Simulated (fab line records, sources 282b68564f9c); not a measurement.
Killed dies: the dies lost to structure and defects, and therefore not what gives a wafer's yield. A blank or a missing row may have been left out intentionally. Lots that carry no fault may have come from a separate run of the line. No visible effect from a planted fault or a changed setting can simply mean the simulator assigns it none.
Which tool did it? -- flow rit cmos -- 42 wafers from 14 lots sampled at 5 of the route's 202 steps

WHAT THE GAUGES SHOWED, per wafer
RIT_ACTIVE_THK_MEAS_02. Usual: ACTIVE_OXIDE_THK typically reads 46.8 nm, with standard deviation 0.71.
lot,measured,on,ACTIVE_OXIDE_THK (nm),flag
L726,day 1 12:04,film metro-03,46.4 46.1 46.9,
L727,day 1 18:38,film metro-01,45.6 46.1 46.7,
L728,day 1 22:04,film metro-02,47.0 47.5 47.2,
L729,day 2 03:05,film metro-03,46.3 46.6 46.5,
L730,day 2 08:12,film metro-03,47.0 46.4 46.9,
L733,day 3 01:25,film metro-03,46.8 46.8 47.0,
L736,day 3 16:04,film metro-03,45.0 43.8 43.0,OFF
L738,day 4 00:55,film metro-01,44.5 42.8 40.7,OFF
L739,day 4 05:59,film metro-01,47.5 47.4 47.2,
L742,day 4 20:37,film metro-03,45.0 45.3 45.2,
L744,day 5 06:07,film metro-03,48.0 47.6 47.0,
L746,day 5 16:39,film metro-02,47.5 47.1 47.6,
L747,day 5 21:03,film metro-03,47.8 47.9 47.4,
L749,day 6 07:30,film metro-03,47.5 47.9 47.6,

RIT_M1_OVL_MEAS_10. Usual: M1_OVL typically reads 0.3 nm, with standard deviation 1.5.
lot,measured,on,M1_OVL (nm),flag
L726,day 3 11:31,overlay-01,0.3 -0.8 0.7,
L727,day 3 19:15,overlay-02,-0.2 -0.7 0.5,
L728,day 3 23:17,overlay-02,0.9 -0.5 -0.1,
L729,day 4 04:34,overlay-01,-1.1 -0.9 -1.7,
L730,day 4 11:37,overlay-01,1.6 1.1 0.4,
L733,day 4 22:59,overlay-01,-0.2 2.6 1.3,
L736,day 5 11:15,overlay-02,-1.7 -2.8 -1.5,
L738,day 5 20:29,overlay-01,3.4 2.4 2.7,
L739,day 6 02:43,overlay-02,-1.1 -1.0 0.4,
L742,day 6 15:13,overlay-02,-0.2 -1.8 -2.6,
L744,day 7 05:05,overlay-01,1.1 1.9 0.3,
L746,day 7 15:43,overlay-02,-0.8 -0.1 1.9,
L747,day 7 18:11,overlay-02,-0.1 2.5 -1.3,
L749,day 8 08:49,overlay-02,0.2 -2.4 -0.5,

RIT_M1_BOW_MEAS_16. Usual: M1_BOW typically reads 18 um, with standard deviation 6.4.
lot,measured,on,M1_BOW (um),flag
L726,day 3 14:05,film metro-02,17 12 8,
L727,day 3 21:41,film metro-02,7 23 23,
L728,day 4 01:51,film metro-03,19 10 16,
L729,day 4 06:59,film metro-03,30 27 13,
L730,day 4 14:03,film metro-02,12 6 20,
L733,day 5 01:26,film metro-02,14 23 21,
L736,day 5 13:42,film metro-02,29 20 14,
L738,day 5 22:55,film metro-02,19 21 14,
L739,day 6 05:08,film metro-02,16 10 10,
L742,day 6 17:39,film metro-01,14 18 13,
L744,day 7 07:30,film metro-03,24 17 25,
L746,day 7 18:09,film metro-02,15 20 12,
L747,day 7 20:38,film metro-02,17 18 14,
L749,day 8 11:25,film metro-02,12 15 15,

TOOL THAT RAN EACH LOT (tool first, then ch and the chambers of the sampled wafers, then the start)
lot,RIT_ACTIVE_OXIDATION_01,RIT_PRETRO_STRIP_09
L726,"furnace-04 ch 0, day 1 10:07","plasma asher-01 ch 0, day 2 08:42"
L727,"furnace-04 ch 0, day 1 16:42","plasma asher-03 ch 0,1, day 2 13:34"
L728,"furnace-01 ch 0, day 1 20:08","plasma asher-01 ch 0,1, day 2 20:47"
L729,"furnace-01 ch 0, day 2 01:10","plasma asher-03 ch 0,1, day 3 03:05"
L730,"furnace-03 ch 0, day 2 06:16","plasma asher-04 ch 0,1, day 3 09:08"
L733,"furnace-01 ch 0, day 2 23:28","plasma asher-04 ch 0,1, day 3 21:52"
L736,"furnace-04 ch 0, day 3 14:07","plasma asher-01 ch 0,1, day 4 12:13"
L738,"furnace-04 ch 0, day 3 22:58","plasma asher-04 ch 0,1, day 4 20:50"
L739,"furnace-03 ch 0, day 4 04:02","plasma asher-03 ch 0,1, day 5 01:22"
L742,"furnace-03 ch 0, day 4 18:41","plasma asher-04 ch 1, day 5 15:32"
L744,"furnace-01 ch 0, day 5 04:11","plasma asher-03 ch 0,1, day 6 03:44"
L746,"furnace-03 ch 0, day 5 14:42","plasma asher-01 ch 0,1, day 6 14:57"
L747,"furnace-01 ch 0, day 5 19:07","plasma asher-01 ch 0,1, day 6 17:00"
L749,"furnace-03 ch 0, day 6 05:34","plasma asher-04 ch 0,1, day 7 04:58"
- RIT_ACTIVE_OXIDATION_01: target thk 46.8 nm, ox time 3360 s.
- RIT_PRETRO_STRIP_09: strips in O2, time 180 s.

WHAT THE TOOLS THEMSELVES READ (means of the sampled wafers that have a number; where no wafer has one, the mark that the record gives instead)
RIT_ACTIVE_OXIDATION_01. Usual: ox temp c 1000.0 C, standard deviation 0.46; zone power source pct 35.4 %, standard deviation 2.8.
lot,tool,ox temp c (C),zone power source pct (%),flag
L726,furnace-04,1000.1,38.6,
L727,furnace-04,999.7,39.0,
L728,furnace-01,1000.2,33.0,
L729,furnace-01,999.3,33.1,
L730,furnace-03,999.9,33.5,
L733,furnace-01,1000.4,33.2,
L736,furnace-04,1000.2,39.0,
L738,furnace-04,1000.1,39.0,
L739,furnace-03,1000.3,33.4,
L742,furnace-03,999.5,33.4,
L744,furnace-01,1000.4,32.8,
L746,furnace-03,1000.4,33.5,
L747,furnace-01,1000.0,32.5,
L749,furnace-03,999.9,33.1,

RIT_PRETRO_STRIP_09. Usual: 5.5 A for drypump motor current A, sd 0.49.
lot,tool,drypump motor current A (A),flag
L726,plasma asher-01,5.8,
L727,plasma asher-03,5.5,
L728,plasma asher-01,5.5,
L729,plasma asher-03,5.5,
L730,plasma asher-04,5.8,
L733,plasma asher-04,5.6,
L736,plasma asher-01,5.1,
L738,plasma asher-04,5.8,
L739,plasma asher-03,5.8,
L742,plasma asher-04,6.1,
L744,plasma asher-03,5.8,
L746,plasma asher-01,5.1,
L747,plasma asher-01,5.5,
L749,plasma asher-04,5.8,

THE ANSWER, worked out from the rows above alone
Rule: lot off if the mean of its wafers having a number is beyond 3 standard deviations from the usual mean. Also off: a lot with no number at a reading for which 4 or more lots have one. All remaining lots with rows at the step are treated as sound. The gauges are gone through in route order, then the tools' own readings, and for those a lot's mean is taken as printed above. At the first step where some lot is off, the reading lying furthest off is the one used; lots without a number count as furthest.
Off: L736, L738, at RIT_ACTIVE_THK_MEAS_02 (ACTIVE_OXIDE_THK).
A tool fits if, at a process step before that reading, it ran every lot that is off, and no sound lot after the first of them. Gauges at RIT_ACTIVE_THK_MEAS_02: tried the same way as those tools. One fits: furnace-04 at RIT_ACTIVE_OXIDATION_01. Its last sound lot is L727 (day 1 16:42), its first lot that is off L736 (day 3 14:07): a fault that began between those two fits.

WHAT WAS PUT IN BY THE SIMULATOR
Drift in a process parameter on furnace-04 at RIT_ACTIVE_OXIDATION_01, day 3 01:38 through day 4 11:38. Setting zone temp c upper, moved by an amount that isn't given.
Shown lots that were struck: L736, L738. The rule given above showed the same thing.
